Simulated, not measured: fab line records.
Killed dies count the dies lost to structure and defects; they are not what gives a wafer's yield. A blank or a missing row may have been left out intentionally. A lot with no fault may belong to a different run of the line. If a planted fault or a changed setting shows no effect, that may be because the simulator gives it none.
Which of the tools did it?	flow rit cmos	12 lots, 36 wafers sampled, at 5 steps of a route of 202

## WHAT THE GAUGES SHOWED, per wafer
RIT_CONTACT_CD_MEAS_90: the cd target is 1000 nm.
lot	measured	on	cd nm (nm)
L325	day 3 14:42	cd sem-01	998.0 997.7 997.3
L326	day 3 20:08	cd sem-02	1002.3 1000.4 1002.2
L327	day 3 20:17	cd sem-01	998.5 997.2 998.9
L329	day 4 07:23	cd sem-01	1001.6 999.2 1000.5
L332	day 4 18:14	cd sem-01	998.2 1000.5 1001.1
L335	day 5 19:31	cd sem-01	998.0 996.5 999.8
L338	day 6 15:36	cd sem-01	1000.2 998.6 1000.0
L340	day 6 18:46	cd sem-01	1001.2 1001.3 1002.1
L342	day 7 09:47	cd sem-01	1001.2 1001.5 1001.6
L345	day 7 14:40	cd sem-01	1003.0 1002.2 1001.6
L346	day 7 21:57	cd sem-02	1001.3 998.7 1000.2
L347	day 8 03:11	cd sem-02	1002.1 1001.1 1001.8

RIT_M1_RS_MEAS_01: uses a four-point probe to measure.
lot	measured	on	M1_AL_RS (ohm/sq)
L325	day 3 15:28	film metro-02	0.0760 0.0755 0.0759
L326	day 3 20:54	film metro-04	0.0738 0.0732 0.0739
L327	day 3 21:03	film metro-03	0.0749 0.0756 0.0748
L329	day 4 08:10	film metro-03	0.0749 0.0749 0.0753
L332	day 4 19:01	film metro-02	0.0748 0.0744 0.0740
L335	day 5 20:18	film metro-04	0.0762 0.0749 0.0753
L338	day 6 16:22	film metro-02	0.0745 0.0750 0.0755
L340	day 6 19:35	film metro-03	0.0739 0.0738 0.0749
L342	day 7 10:44	film metro-03	0.0737 0.0736 0.0736
L345	day 7 15:26	film metro-04	0.0748 0.0746 0.0747
L346	day 7 22:43	film metro-02	0.0750 0.0753 0.0750
L347	day 8 03:57	film metro-02	0.0751 0.0752 0.0743

RIT_M1_OVL_MEAS_10.
lot	measured	on	M1_OVL (nm)
L325	day 3 16:48	overlay-02	-0.1 -0.9 0.8
L326	day 3 22:07	overlay-01	-2.0 -1.1 -2.1
L327	day 3 22:41	overlay-01	0.8 0.6 -0.6
L329	day 4 09:26	overlay-01	-1.1 -1.4 1.0
L332	day 4 20:10	overlay-02	-1.2 0.1 -1.4
L335	day 5 21:27	overlay-02	-0.7 0.3 1.1
L338	day 6 17:43	overlay-01	0.0 -0.5 1.3
L340	day 6 20:58	overlay-02	-0.2 2.4 3.6
L342	day 7 11:53	overlay-01	2.3 0.9 0.4
L345	day 7 16:43	overlay-01	0.0 0.3 1.9
L346	day 7 23:52	overlay-01	-1.9 0.2 -0.6
L347	day 8 05:16	overlay-01	0.7 0.8 -0.5

RIT_M1_CD_MEAS_90: the cd target is 2600 nm.
lot	measured	on	cd nm (nm)
L325	day 3 17:37	cd sem-01	2602.5 2603.3 2602.7
L326	day 3 23:04	cd sem-02	2605.4 2605.0 2604.8
L327	day 3 23:31	cd sem-01	2604.1 2603.6 2603.4
L329	day 4 10:14	cd sem-02	2599.9 2598.6 2596.7
L332	day 4 21:10	cd sem-01	2610.6 2609.9 2604.9
L335	day 5 22:17	cd sem-02	2611.4 2601.8 2600.7
L338	day 6 18:31	cd sem-02	2601.6 2604.1 2606.2
L340	day 6 21:46	cd sem-02	2601.5 2599.5 2603.5
L342	day 7 12:43	cd sem-01	2595.8 2598.6 2594.3
L345	day 7 17:33	cd sem-02	2603.3 2602.7 2601.2
L346	day 8 00:43	cd sem-02	2603.0 2597.6 2601.2
L347	day 8 06:07	cd sem-02	2602.7 2600.0 2603.2

## WHICH TOOL RAN EACH LOT (tool, then ch and the chambers of the sampled wafers, then the start)
lot	RIT_M1_METAL_ETCH_12
L325	rie metal-04 ch 0,1, day 3 17:05
L326	rie metal-03 ch 0,1, day 3 22:34
L327	rie metal-02 ch 0,1, day 3 23:00
L329	rie metal-03 ch 0,1, day 4 09:44
L332	rie metal-03 ch 0,1, day 4 20:30
L335	rie metal-03 ch 0,1, day 5 21:47
L338	rie metal-02 ch 0,1, day 6 18:01
L340	rie metal-02 ch 0,1, day 6 21:15
L342	rie metal-02 ch 0,1, day 7 12:13
L345	rie metal-02 ch 0,1, day 7 17:00
L346	rie metal-02 ch 0,1, day 8 00:13
L347	rie metal-04 ch 0,1, day 8 05:35
- RIT_M1_METAL_ETCH_12: etches Al in Cl2/BCl3, stops on SiO2, time 165 s, target depth 600 nm.

## WHAT THE TOOLS THEMSELVES READ (means of the sampled wafers that have a number; where no wafer has one, the mark that the record gives instead)
RIT_M1_METAL_ETCH_12.
lot	tool	drypump motor current A (A)	oes product au (a.u.)	run length s (s)	throttle valve pct (%)
L325	rie metal-04	5.9	0.767	193.2	8.22
L326	rie metal-03	6.6	0.778	193.4	8.24
L327	rie metal-02	5.9	0.777	193.2	8.22
L329	rie metal-03	6.4	0.775	192.9	8.31
L332	rie metal-03	6.4	0.911	148.9	8.29
L335	rie metal-03	6.6	0.835	171.2	8.23
L338	rie metal-02	5.9	0.786	193.3	8.21
L340	rie metal-02	5.9	0.788	193.2	8.22
L342	rie metal-02	5.9	0.786	193.4	8.23
L345	rie metal-02	6.2	0.789	193.4	8.22
L346	rie metal-02	6.0	0.781	193.4	8.22
L347	rie metal-04	5.5	0.769	193.3	8.21

## THE ANSWER, worked out from the rows above alone
Rule: the usual values come from the lots themselves. The widest of any qualifying gaps counts: lots, ordered by their means at a reading, are off when they make up no more than a third of the lots, leave a main group of 4 or more, and stand apart from it by 3 or more times the standard deviation of that group's means. A main group is skipped when, at the precision printed for the reading in the tables above, its means are all equal. A lot without any number at a reading at which 4 lots or more have one is off too. Where the step has rows for the other lots, those lots are counted as sound. After the gauges, taken in route order, come the tools' own readings; for these a lot's mean is taken, as printed above. The first step at which some lot is off is used, and at that step the reading that is off furthest; a lot without a number counts as furthest.
Off, at RIT_M1_METAL_ETCH_12 on run length s: L332, L335. For the main group the mean is 193.3 s and the standard deviation 0.15.
If a tool, at that step or one of the process steps before it, ran each lot that is off and ran no sound lot following the first of them, it fits. One fits: rie metal-03 at RIT_M1_METAL_ETCH_12. A fault onset in the window from L329 (day 4 09:44, its last sound lot) to L332 (day 4 20:30, its first lot off) fits.
The tool's own readings at RIT_M1_METAL_ETCH_12 bear it out: on the lots that are off they differ by more than 5 times the standard deviation of the sound lots' means. oes product au reads 0.873 a.u. there against 0.780 a.u. on the sound lots; run length s reads 160.1 s there against 193.3 s on the sound lots.

## WHAT WAS PUT IN BY THE SIMULATOR
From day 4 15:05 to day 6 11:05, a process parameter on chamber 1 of rie metal-03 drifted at RIT_M1_METAL_ETCH_12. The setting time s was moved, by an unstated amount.
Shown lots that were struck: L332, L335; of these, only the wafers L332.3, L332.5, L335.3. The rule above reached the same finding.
